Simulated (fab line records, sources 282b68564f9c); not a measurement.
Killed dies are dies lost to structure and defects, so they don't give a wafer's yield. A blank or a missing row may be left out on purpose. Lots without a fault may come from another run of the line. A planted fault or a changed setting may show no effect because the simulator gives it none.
Tool commonality check | flow rit_cmos | 14 lots, 42 wafers sampled

WHY IT WAS OPENED
At RIT_GATE_THK_MEAS_07 the reading GATE_OXIDE_THK is flagged on 2 of 14 lots. Wafers without a fault read 2.77 nm, standard deviation 0.053.
Rule: a lot is flagged when every wafer of it that has a number lies more than 4 standard deviations from that mean, or none has a number. The other lots count as sound.

lot  | measured    | on            | GATE_OXIDE_THK (nm), wafer by wafer | flag
L345 | day 2 22:50 | film_metro-01 | 2.75 2.72 2.81                      |
L346 | day 3 00:11 | film_metro-03 | 2.82 2.85 2.82                      |
L349 | day 3 20:05 | film_metro-01 | 2.81 2.80 2.80                      |
L350 | day 3 20:21 | film_metro-04 | 2.71 2.70 2.74                      |
L351 | day 4 08:55 | film_metro-01 | 2.73 2.75 2.78                      |
L352 | day 4 11:01 | film_metro-03 | 2.82 2.77 2.85                      |
L353 | day 4 16:59 | film_metro-03 | 2.76 2.74 2.75                      |
L355 | day 4 23:39 | film_metro-03 | 2.80 2.82 2.78                      |
L356 | day 5 01:13 | film_metro-03 | 2.75 2.74 2.84                      |
L357 | day 5 10:47 | film_metro-01 | 3.71 3.74 3.79                      | FLAGGED
L358 | day 5 17:27 | film_metro-03 | 2.82 2.84 2.85                      |
L360 | day 5 22:40 | film_metro-04 | 3.69 3.71 3.69                      | FLAGGED
L361 | day 6 11:07 | film_metro-03 | 2.77 2.69 2.71                      |
L366 | day 7 16:14 | film_metro-04 | 2.70 2.72 2.81                      |
The numbers of the flagged lots are 3.72 nm on average: +0.95 nm against the usual, or +18 standard deviations.

WHICH TOOL RAN EACH LOT
The record holds 2 process steps before the reading, out of a route of 202 steps. In each cell: the tool, then ch and the chambers that the sampled wafers went through, then the start.
lot  | flag    | RIT_PRETRO_STRIP_09                 | RIT_GATE_OXIDATION_05
L345 |         | plasma_asher-04 ch 0,1, day 2 18:34 | furnace-01 ch 0, day 2 20:12
L346 |         | plasma_asher-01 ch 0,1, day 2 21:08 | furnace-01 ch 0, day 2 22:50
L349 |         | plasma_asher-02 ch 0, day 3 13:38   | furnace-01 ch 0, day 3 17:38
L350 |         | plasma_asher-01 ch 0,1, day 3 17:31 | furnace-03 ch 0, day 3 18:46
L351 |         | plasma_asher-02 ch 0,1, day 4 04:11 | furnace-03 ch 0, day 4 06:27
L352 |         | plasma_asher-04 ch 0,1, day 4 08:14 | furnace-04 ch 0, day 4 08:59
L353 |         | plasma_asher-04 ch 0,1, day 4 12:01 | furnace-01 ch 0, day 4 12:44
L355 |         | plasma_asher-02 ch 0,1, day 4 20:07 | furnace-03 ch 0, day 4 21:50
L356 |         | plasma_asher-01 ch 0,1, day 4 21:22 | furnace-03 ch 0, day 4 22:55
L357 | FLAGGED | plasma_asher-04 ch 0,1, day 5 02:44 | furnace-03 ch 0, day 5 05:53
L358 |         | plasma_asher-04 ch 0,1, day 5 11:24 | furnace-04 ch 0, day 5 13:55
L360 | FLAGGED | plasma_asher-04 ch 0,1, day 5 20:23 | furnace-03 ch 0, day 5 21:20
L361 |         | plasma_asher-04 ch 0,1, day 6 04:35 | furnace-01 ch 0, day 6 07:25
L366 |         | plasma_asher-04 ch 1, day 7 08:34   | furnace-04 ch 0, day 7 12:20
What these steps do:
- RIT_PRETRO_STRIP_09: strips in O2, time 180 s.
- RIT_GATE_OXIDATION_05: target thk 3 nm, ox time 270 s.
- RIT_GATE_THK_MEAS_07

FLAGGED OVER TOTAL, TOOL BY TOOL (the gauges that took the reading come last)
step                  | tool            | lots run | flagged | share of the flagged lots | sound lots run after its first flagged lot
RIT_PRETRO_STRIP_09   | plasma_asher-01 | 3        | 0       | none                      | -
RIT_PRETRO_STRIP_09   | plasma_asher-02 | 3        | 0       | none                      | -
RIT_PRETRO_STRIP_09   | plasma_asher-04 | 8        | 2       | all                       | 3 (L358,L361,L366)
RIT_GATE_OXIDATION_05 | furnace-01      | 5        | 0       | none                      | -
RIT_GATE_OXIDATION_05 | furnace-03      | 6        | 2       | all                       | 0
RIT_GATE_OXIDATION_05 | furnace-04      | 3        | 0       | none                      | -
RIT_GATE_THK_MEAS_07  | film_metro-01   | 4        | 1       | some                      | 0
RIT_GATE_THK_MEAS_07  | film_metro-03   | 7        | 0       | none                      | -
RIT_GATE_THK_MEAS_07  | film_metro-04   | 3        | 1       | some                      | 1 (L366)

WHAT THE TABLE ALLOWS
2 rows of the table ran every flagged lot: plasma_asher-04 at RIT_PRETRO_STRIP_09, furnace-03 at RIT_GATE_OXIDATION_05.
- plasma_asher-04 at RIT_PRETRO_STRIP_09: 2 of its 8 lots flagged. Sound lots ran on it after the first flagged one (L358, L361, L366), which a lasting fault on the whole tool wouldn't allow.
- furnace-03 at RIT_GATE_OXIDATION_05: 2 of its 6 lots flagged. Its last sound lot is L356 (day 4 22:55), its first flagged lot L357 (day 5 05:53): a fault that began between those two fits.
One tool is left: furnace-03 at RIT_GATE_OXIDATION_05.

WHAT THE SIMULATOR HAD PUT IN
Process parameter drift: furnace-03, from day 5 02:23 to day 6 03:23, at RIT_GATE_OXIDATION_05. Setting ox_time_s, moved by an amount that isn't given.
Lots struck among those shown: L357, L360. The rule above found the same.
